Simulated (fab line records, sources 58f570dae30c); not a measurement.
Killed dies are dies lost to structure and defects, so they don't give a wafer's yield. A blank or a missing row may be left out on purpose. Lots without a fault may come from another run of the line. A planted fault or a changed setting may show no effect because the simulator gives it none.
One fault seen from 2 desks | flow berkeley_cmos170 | each desk has only its own numbers; what lay behind them comes last

THE METROLOGY DESK
What the gauges read, lot by lot, whatever tool the lot ran on: means of the sampled wafers that have a number. A lot is out of limits, marked OUT, if its mean lies more than 4 standard deviations from the usual mean; the brackets give that distance.
Columns: A = cd_nm at UCB170_M3_CD_MEAS_90, usual 700.0 nm
lot  | first seen here | A
L450 | day 8 19:22     | 701.9
L449 | day 8 19:58     | 700.1
L454 | day 9 18:11     | 697.1
L452 | day 9 18:13     | 700.9
L455 | day 10 09:08    | 698.6
L458 | day 10 16:28    | 697.8
L457 | day 10 19:44    | 700.5
L459 | day 11 17:03    | 697.2
L464 | day 11 20:39    | 698.5
L463 | day 12 00:20    | 696.9
L468 | day 13 02:05    | 700.4
L465 | day 13 02:32    | 701.5
L469 | day 13 10:40    | 698.3
L471 | day 13 14:16    | 699.0
L472 | day 13 14:27    | 701.4
This desk's finding: nothing out of limits on any of the 15 lots.

THE TOOL OWNER'S DESK: litho_track-03
The tool's own readings at UCB170_NVT_COAT_01 (resist thk 900 nm): means of the sampled wafers that have a number, for each lot that ran on this tool. A lot is out of limits, marked OUT, if its mean lies more than 4 standard deviations from the usual mean; the brackets give that distance.
Columns: A = resist_line_temp_C at UCB170_NVT_COAT_01, usual 22.99 C
lot  | first seen here | A
L452 | day 7 07:49     | 23.09
L455 | day 7 20:38     | 22.96
L457 | day 8 02:57     | 23.13
L459 | day 8 23:49     | 22.85
L463 | day 9 15:20     | 22.90
This desk's finding: nothing out of limits on any of the 5 lots.

PUT TOGETHER
The metrology desk saw nothing out of limits.
The tool owner's desk saw nothing out of limits.

WHAT THE SIMULATOR HAD PUT IN
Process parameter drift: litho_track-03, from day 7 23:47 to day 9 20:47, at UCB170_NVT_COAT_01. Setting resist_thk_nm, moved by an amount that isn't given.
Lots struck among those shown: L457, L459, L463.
